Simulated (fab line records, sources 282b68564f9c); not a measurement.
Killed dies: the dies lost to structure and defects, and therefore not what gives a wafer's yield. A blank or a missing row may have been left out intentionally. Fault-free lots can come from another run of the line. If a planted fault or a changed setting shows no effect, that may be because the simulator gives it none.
Struck lot and sound lot, side by side | flow rit-cmos | 14 steps out of a route of 202
Sound: the wafers L919.1, L919.3, L919.5. The struck wafers were L908.3, L908.4, L908.6. At the end, the cause is stated.
Per side, at each step with rows, come the tool, then ch with its chambers, and then its first start. Under that, the readings that differ: sound wafers | struck wafers | difference of the means | sigmas: that difference in standard deviations of wafers without a fault.
alike: a reading whose means differ by less than 2 such deviations, as well as words and numbers matching on both sides. not compared: withheld readings; readings where some wafer has no value; bounds like >300 that might hide an equal value; numbers whose values overlap and for which the record gives no deviation.
The two part at a step that has a row with sigmas, a row that says differs or no value, or rows on one side only. Numbers that have no deviation but don't overlap get no sigmas and don't part them. A reading that every wafer of one side lacks parts them only if that side has two wafers or more.

RIT_SILICIDE_RS_MEAS_02: a four-point-probe measurement.
  struck on film-metro-03, day 3 13:47; sound on film-metro-04, day 5 22:52
  alike: SILICIDE_TI_RS
RIT_SILICIDE_THK_MEAS_03: measures by xrf.
  struck on film-metro-03, day 3 13:53; sound on film-metro-04, day 5 22:59
  alike: SILICIDE_TI_THK
RIT_SILICIDE_RTA_04: time 10 s, ramp up 5 s, ramp down 5 s.
  sound on rtp-anneal-02 ch 0, day 5 23:03; struck on rtp-anneal-01 ch 0, day 3 13:58
  alike: wafer_temp_C_max
then, 1 step without rows for these wafers: RIT_SILICIDE_WET_ETCH_05 (etches Ti in SPM, time 120 s).
RIT_SILICIDE_RTA_06: time 10 s, ramp up 5 s, ramp down 10 s.
  sound on rtp-anneal-01 ch 0, day 5 23:10; struck on rtp-anneal-02 ch 0, day 3 14:04
  alike: wafer_temp_C_max
RIT_CONTACT_CVD_00: deposits SiO2 from TEOS, target thk 400 nm, time 61 s.
  sound on pecvd-02 ch 0,1,2, day 5 23:13; struck on pecvd-03 ch 0,2, day 3 14:07
  alike: heater-power-w
RIT_CONTACT_THK_MEAS_01:
  struck on film-metro-04, day 3 14:11; sound on film-metro-03, day 5 23:16
  alike: CONTACT_TEOS_THK
then, 5 steps without rows for these wafers: RIT_CONTACT_HMDS_02 (prime time 60 s); RIT_CONTACT_COAT_03 (resist thk 1000 nm); RIT_CONTACT_SOFTBAKE_04 (time 60 s); RIT_CONTACT_EXPOSE_05 (exposes mask M11, target cd 1000 nm); RIT_CONTACT_PEB_06.
RIT_CONTACT_DEVELOP_07: develop time 120 s.
  sound on litho-track-02 ch 0, day 6 00:00; struck on litho-track-04, day 3 15:00
  no value came back on the struck wafers for chill-plate-temp-C (C), develop-time-s (s), developer-temp-C (C); on the sound wafers chill-plate-temp-C (C) reads 22.84 23.03 23.05
RIT_CONTACT_CD_MEAS_08: target cd 1000 nm.
  struck on cd-sem-01, day 3 15:22; sound on cd-sem-02, day 6 00:21
  reading    | sound             | struck | difference                    | sigmas
  cd-nm (nm) | 996.7 997.8 998.5 | - - -  | no value on the struck wafers |

== WHERE THEY PART ==
First at RIT_CONTACT_DEVELOP_07; last, within this record, at RIT_CONTACT_CD_MEAS_08.

WHY: what the simulator had put in
Beginning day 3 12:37, the whole step at RIT_CONTACT_DEVELOP_07 was skipped on litho-track-04. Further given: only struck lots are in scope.
